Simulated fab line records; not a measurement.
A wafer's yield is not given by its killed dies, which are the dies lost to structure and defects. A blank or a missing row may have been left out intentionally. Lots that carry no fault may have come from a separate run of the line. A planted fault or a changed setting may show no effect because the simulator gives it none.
What tool caused it? -- flow ritCmos -- 45 wafers from 15 lots sampled at 2 of the route's 202 steps

## WHAT THE GAUGES READ, wafer by wafer
RIT_PWELL_OVL_MEAS_06. Usual: PWELL_OVL gives -0.6 nm (standard deviation 1.2).
lot,measured,on,PWELL_OVL (nm),flag
L529,day 1 22:05,overlay-01,-3.2 -1.8 -1.4,
L530,day 2 02:58,overlay-01,0.3 0.7 -0.3,
L533,day 2 19:20,overlay-01,-1.7 -2.1 0.3,
L534,day 2 23:17,overlay-01,-2.0 -1.3 -1.7,
L535,day 3 04:13,overlay-02,-1.2 -0.6 -3.3,
L537,day 3 15:13,overlay-01,-0.6 -0.3 -2.8,
L538,day 3 19:17,overlay-02,-1.2 0.0 -1.2,
L540,day 4 05:01,overlay-01,-1.7 0.0 1.2,
L539,day 4 06:48,overlay-01,0.1 0.9 1.2,
L541,day 4 10:31,overlay-01,-0.5 -0.2 2.5,
L543,day 5 00:52,overlay-01,1.3 -0.4 1.5,
L546,day 5 10:53,overlay-02,0.4 0.3 -0.5,
L547,day 5 16:31,overlay-01,0.2 -1.0 1.0,
L550,day 6 08:40,overlay-02,-0.4 -0.9 -0.5,
L551,day 6 13:34,overlay-01,0.2 -0.7 -1.3,

RIT_NLDD_TW_MEAS_10. Usual: NLDD_TW gives 2486 (standard deviation 25).
lot,measured,on,NLDD_TW,flag
L529,day 2 17:56,filmMetro-03,2484 2500 2485,
L530,day 2 22:04,filmMetro-01,2462 2456 2460,
L533,day 3 15:31,filmMetro-01,2463 2459 2457,
L534,day 3 19:18,filmMetro-03,2489 2482 2495,
L535,day 3 23:56,filmMetro-01,2462 2465 2450,
L537,day 4 10:21,filmMetro-03,2483 2482 2497,
L538,day 4 14:11,filmMetro-03,2478 2475 2486,
L540,day 5 02:03,filmMetro-02,2513 2535 2523,
L539,day 5 05:46,filmMetro-01,2468 2466 2466,
L541,day 5 06:03,filmMetro-02,2514 2520 2517,
L543,day 5 23:04,filmMetro-01,2467 2462 2456,
L546,day 6 09:26,filmMetro-01,2443 2458 2460,
L547,day 6 16:07,filmMetro-01,2452 2460 2464,
L550,day 7 06:50,filmMetro-02,2510 2528 2519,
L551,day 7 13:44,filmMetro-03,2478 2495 2482,

## WHAT TOOL EACH LOT RAN ON (gives the tool, then ch and the chambers of the sampled wafers, and finally the start)
The record holds no process step before these readings.

## AS READ BY THE TOOLS THEMSELVES (means over the sampled wafers that have a number; for cases with no such wafer, the mark the record gives instead)
The record holds no such reading with a usual standard deviation.

## THE ANSWER, worked out from the rows above alone
Rule: a lot counts as off when the mean over its wafers that have a number is more than 3 standard deviations away from the usual mean. Also off: a lot with no number at a reading for which 4 or more lots have one. Any other lot the step has rows for is counted as sound. After the gauges, taken in route order, come the tools' own readings; for these a lot's mean is taken, as printed above. The first step at which some lot is off is used, and at that step the reading that is off furthest; a lot without a number counts as furthest.
None of the lots is off at any reading shown; this tells nothing.

## WHAT HAD BEEN PUT IN BY THE SIMULATOR
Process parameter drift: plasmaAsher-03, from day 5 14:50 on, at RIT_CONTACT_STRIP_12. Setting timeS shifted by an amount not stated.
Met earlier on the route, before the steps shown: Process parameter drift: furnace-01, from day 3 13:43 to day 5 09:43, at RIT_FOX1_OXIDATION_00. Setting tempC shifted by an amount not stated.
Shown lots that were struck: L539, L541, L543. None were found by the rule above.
